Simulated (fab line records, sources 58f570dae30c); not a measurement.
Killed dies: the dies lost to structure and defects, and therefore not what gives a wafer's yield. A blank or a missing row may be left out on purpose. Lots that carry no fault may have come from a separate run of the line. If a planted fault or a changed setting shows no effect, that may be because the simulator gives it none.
What tool caused it? | flow berkeley_cmos170 | 14 lots with 42 wafers sampled at 4 steps, on a route of 331 steps

== WHAT EACH GAUGE READ, for each wafer ==
UCB170_PWELL_TW_MEAS_17.
lot  | measured    | on            | PWELL_TW
L737 | day 2 22:07 | film_metro-01 | 376.1 375.2 377.5
L738 | day 3 14:21 | film_metro-03 | 377.4 379.0 378.8
L743 | day 4 16:25 | film_metro-04 | 381.5 378.0 379.5
L744 | day 4 21:58 | film_metro-03 | 376.2 376.1 374.5
L746 | day 5 05:53 | film_metro-01 | 376.4 373.9 375.3
L747 | day 5 06:10 | film_metro-04 | 380.5 379.7 382.2
L749 | day 5 23:47 | film_metro-03 | 377.3 377.2 376.4
L750 | day 6 03:51 | film_metro-01 | 375.7 375.4 375.4
L751 | day 6 03:58 | film_metro-03 | 376.1 377.2 376.4
L753 | day 6 10:59 | film_metro-04 | 379.3 377.7 381.3
L752 | day 6 11:08 | film_metro-03 | 376.1 375.6 375.5
L756 | day 7 01:40 | film_metro-04 | 379.8 377.9 377.0
L755 | day 7 01:54 | film_metro-03 | 377.7 377.3 377.7
L759 | day 8 04:29 | film_metro-01 | 375.1 375.1 376.7

UCB170_V2_CD_MEAS_12: target cd 700 nm.
lot  | measured     | on        | cd_nm (nm)
L737 | day 8 01:11  | cd_sem-02 | 700.0 701.4 701.7
L738 | day 8 21:51  | cd_sem-01 | 701.1 699.4 700.9
L743 | day 9 18:05  | cd_sem-02 | 698.0 699.5 698.3
L744 | day 9 16:52  | cd_sem-01 | 697.9 698.3 697.4
L746 | day 10 17:35 | cd_sem-02 | 700.8 699.6 701.2
L747 | day 10 19:15 | cd_sem-01 | 699.8 698.1 699.9
L749 | day 11 09:59 | cd_sem-02 | 699.9 701.4 700.2
L750 | day 11 08:47 | cd_sem-02 | 700.3 701.1 699.6
L753 | day 11 14:53 | cd_sem-02 | 699.0 701.2 699.6
L756 | day 12 03:40 | cd_sem-02 | 701.1 699.9 702.8
L755 | day 12 01:44 | cd_sem-02 | 699.1 699.5 699.3
L759 | day 13 08:43 | cd_sem-02 | 700.8 701.1 701.0

UCB170_M3_OVL_MEAS_16.
lot  | measured     | on         | M3_OVL (nm)
L737 | day 8 04:43  | overlay-02 | 2 -3 2
L738 | day 9 00:49  | overlay-01 | -10 1 -6
L743 | day 9 20:57  | overlay-01 | 6 6 3
L744 | day 9 20:08  | overlay-01 | -4 1 1
L746 | day 10 20:31 | overlay-02 | 6 -1 4
L747 | day 10 22:28 | overlay-02 | -4 4 -5
L749 | day 11 13:29 | overlay-02 | 11 13 13
L750 | day 11 11:57 | overlay-02 | -1 13 -2
L753 | day 11 17:27 | overlay-01 | 0 1 1
L756 | day 12 08:25 | overlay-02 | 5 13 8
L755 | day 12 05:22 | overlay-02 | 14 12 5
L759 | day 13 13:05 | overlay-01 | 4 3 5

== WHICH TOOL RAN EACH LOT (tool, then ch and the chambers of the sampled wafers, then the start) ==
lot  | UCB170_SPACER_ETCHBACK_03
L737 | rie_diel-02 ch 2,3, day 6 22:47
L738 | rie_diel-02 ch 1,2,3, day 7 22:59
L743 | rie_diel-02 ch 0,1,2, day 8 19:34
L744 | rie_diel-03 ch 0,2, day 8 19:34
L746 | rie_diel-02 ch 1,3, day 9 16:18
L747 | rie_diel-04 ch 1,2, day 9 16:18
L749 | rie_diel-02 ch 0,2,3, day 10 08:50
L750 | rie_diel-03 ch 1,3, day 10 08:50
L751 | rie_diel-03 ch 0,1,2, day 10 08:54
L753 | rie_diel-04 ch 0,1,2, day 10 14:32
L752 | rie_diel-03 ch 2,3, day 10 14:32
L756 | rie_diel-02 ch 0,1,2, day 10 22:43
L755 | rie_diel-03 ch 0,3, day 10 22:43
L759 | rie_diel-03 ch 2,3, day 12 03:55
- UCB170_SPACER_ETCHBACK_03: etches SiO2 in CHF3/CF4/Ar, stops on Si, target depth 376 nm, time 100 s.

== AS READ BY THE TOOLS THEMSELVES (means over the sampled wafers that have a number; for cases with no such wafer, the mark the record gives instead) ==
UCB170_SPACER_ETCHBACK_03.
lot  | tool        | CHF3_flow_sccm (sccm) | cf4_flow_sccm (sccm) | drypump_motor_current_A (A) | oes_product_au (a.u.) | throttle_valve_pct (%)
L737 | rie_diel-02 | 50.14                 | 10.037               | 5.48                        | 0.880                 | 6.34
L738 | rie_diel-02 | 50.11                 | 10.012               | 5.64                        | 0.893                 | 6.36
L743 | rie_diel-02 | 49.96                 | 9.973                | 5.87                        | 0.916                 | 6.47
L744 | rie_diel-03 | 50.11                 | 9.979                | 5.64                        | 0.917                 | 6.43
L746 | rie_diel-02 | 50.07                 | 10.039               | 5.70                        | 0.909                 | 6.29
L747 | rie_diel-04 | 50.01                 | 9.971                | 6.02                        | 0.899                 | 6.55
L749 | rie_diel-02 | 49.97                 | 9.974                | 5.71                        | 0.905                 | 6.46
L750 | rie_diel-03 | 49.89                 | 9.982                | 6.15                        | 0.893                 | 6.47
L751 | rie_diel-03 | -                     | -                    | -                           | -                     | -
L753 | rie_diel-04 | 50.02                 | 9.982                | 5.94                        | 0.905                 | 6.55
L752 | rie_diel-03 | -                     | -                    | -                           | -                     | -
L756 | rie_diel-02 | 49.99                 | 10.025               | 5.87                        | 0.891                 | 6.46
L755 | rie_diel-03 | 50.03                 | 9.981                | 5.97                        | 0.922                 | 6.37
L759 | rie_diel-03 | 49.98                 | 9.990                | 5.70                        | 0.898                 | 6.41

== THE ANSWER, worked out from the rows above alone ==
Rule: what is usual is taken from the lots themselves. The widest of any qualifying gaps counts: lots, ordered by their means at a reading, are off when they make up no more than a third of the lots, leave a main group of 4 or more, and stand apart from it by 3 or more times the standard deviation of that group's means. A main group is skipped when, at the precision printed for the reading in the tables above, its means are all equal. A lot without any number at a reading at which 4 lots or more have one is off too. The other lots that the step has rows for count as sound. First the gauges in route order, then the tools' own readings, where a lot's mean is used as printed above. The first step at which some lot is off is used, and at that step the reading that is off furthest; a lot without a number counts as furthest.
Off: L751, L752, at UCB170_SPACER_ETCHBACK_03 (CHF3_flow_sccm). Without a number there: L751, L752. Main group: mean 50.02 sccm, sd 0.07.
A tool fits if, at that step or a process step before it, it ran every lot that is off, and no sound lot after the first of them. Not one of the candidates tried fits.

== WHAT HAD BEEN PUT IN BY THE SIMULATOR ==
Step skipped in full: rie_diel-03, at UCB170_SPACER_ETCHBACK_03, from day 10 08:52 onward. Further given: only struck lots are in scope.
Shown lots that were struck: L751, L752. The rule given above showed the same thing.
